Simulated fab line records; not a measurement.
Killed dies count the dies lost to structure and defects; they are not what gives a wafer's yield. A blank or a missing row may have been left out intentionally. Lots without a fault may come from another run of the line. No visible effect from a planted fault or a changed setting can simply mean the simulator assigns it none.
Lot-split experiment ; flow berkeley_cmos170 ; 23 wafers read across 5 lots, on a route 331 steps long

## THE SPLIT ITSELF
At UCB170_NLDD_IMPLANT_09, the setting energy_kev was moved away from the recipe's 30 on 9 of the 23 wafers read, by -1.9% to +3.7%. The other wafers ran this setting at the recipe's value.

Reading taken at the split's own step.

## THE READING
The simulator's own value implant.drp_nm, read by no gauge, in nm at UCB170_NLDD_IMPLANT_09. No usual value for it is given in the file.

wafer;tool, chamber at the split;energy_kev as run;against the recipe;implant.drp_nm, nm;against lot-mates on the recipe
L077.1;implanter-04, 0;30;recipe;9.611;-
L077.3;implanter-04, 0;30;recipe;9.611;-
L077.2;implanter-04, 0;29.44;-1.9%;9.48;-0.131
L077.4;implanter-04, 0;29.44;-1.9%;9.48;-0.131
L077.6;implanter-04, 0;29.44;-1.9%;9.48;-0.131
L080.1;implanter-01, 0;31.12;+3.7%;9.872;+0.261
L080.4;implanter-01, 0;31.12;+3.7%;9.872;+0.261
L080.6;implanter-01, 0;31.12;+3.7%;9.872;+0.261
L080.3;implanter-01, 0;30;recipe;9.611;-
L080.5;implanter-01, 0;30;recipe;9.611;-
L083.1;implanter-03, 0;30;recipe;9.611;-
L083.2;implanter-03, 0;30;recipe;9.611;-
L083.4;implanter-03, 0;30;recipe;9.611;-
L083.5;implanter-03, 0;30;recipe;9.611;-
L083.6;implanter-03, 0;30;recipe;9.611;-
L082.1;implanter-01, 0;30;recipe;9.611;-
L082.3;implanter-01, 0;30;recipe;9.611;-
L082.2;implanter-01, 0;30.6;+2.0%;9.751;+0.140
L082.4;implanter-01, 0;30.6;+2.0%;9.751;+0.140
L082.5;implanter-01, 0;30.6;+2.0%;9.751;+0.140
L085.1;implanter-03, 0;30;recipe;9.611;-
L085.2;implanter-03, 0;30;recipe;9.611;-
L085.5;implanter-03, 0;30;recipe;9.611;-

FIT RESULTS
A straight line over all 23 wafers: implant.drp_nm changes by +0.07 nm for each +1% of energy_kev; r = +1.00; the points scatter about the line by 0.00015 nm.
The same after taking each lot's own level away (the mean of its wafers on the recipe; 23 wafers): +0.07 nm for each +1%; r = +1.00; scatter 0.00015 nm.
Per that fit: largest energy_kev move, reading shift of 0.26 nm.
The lots' own levels span 9.6110 to 9.6110 nm.
Hence the lot-to-lot level has little effect on the slope; both slopes agree.
Check: +0.261 nm against its lot-mates is what the line predicts for one of the wafers moved furthest among these (+3.7%) when that wafer is left out of the fit. Against them it came out at +0.261 nm.

## THE OTHER SPLITS THESE WAFERS WENT THROUGH
Note: prior to the reading, these wafers also went through further splits. Each is held against what the fit with the lots' levels taken away leaves over:
other split on the same wafers;wafers away from the commonest value;r with implant.drp_nm (lot level and that fit taken away)
UCB170_NWELL_CVD_04 sih2cl2_flow_sccm;18;-0.02
UCB170_NWELL_PEB_10 peb_temp_c;6;-0.29
UCB170_WELLDRIVE_OXIDATION_01 ox_time_s;18;+0.17
UCB170_PFIELD_COAT_01 spin_rpm;10;+0.02
UCB170_PFIELD_IMPLANT_07 energy_kev;9;+0.26
UCB170_NLDD_IMPLANT_08 dose_cm2;7;+0.23

## THE WHOLE CHAIN: every reading that the file lists as answering this split, in the file's order
step;what it does;reading;change (the file's fit);r (the file's)
UCB170_NLDD_IMPLANT_09;;implant.rp_nm (the simulator's own value, which no gauge read);+0.161 nm for each +1% of the setting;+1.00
UCB170_NLDD_IMPLANT_09;;implant.drp_nm (the simulator's own value, which no gauge read);+0.0701 nm for each +1% of the setting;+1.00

## THE FILE'S OWN FIT
implant.drp_nm changes by +0.0701 nm for each +1% of energy_kev, r = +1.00.
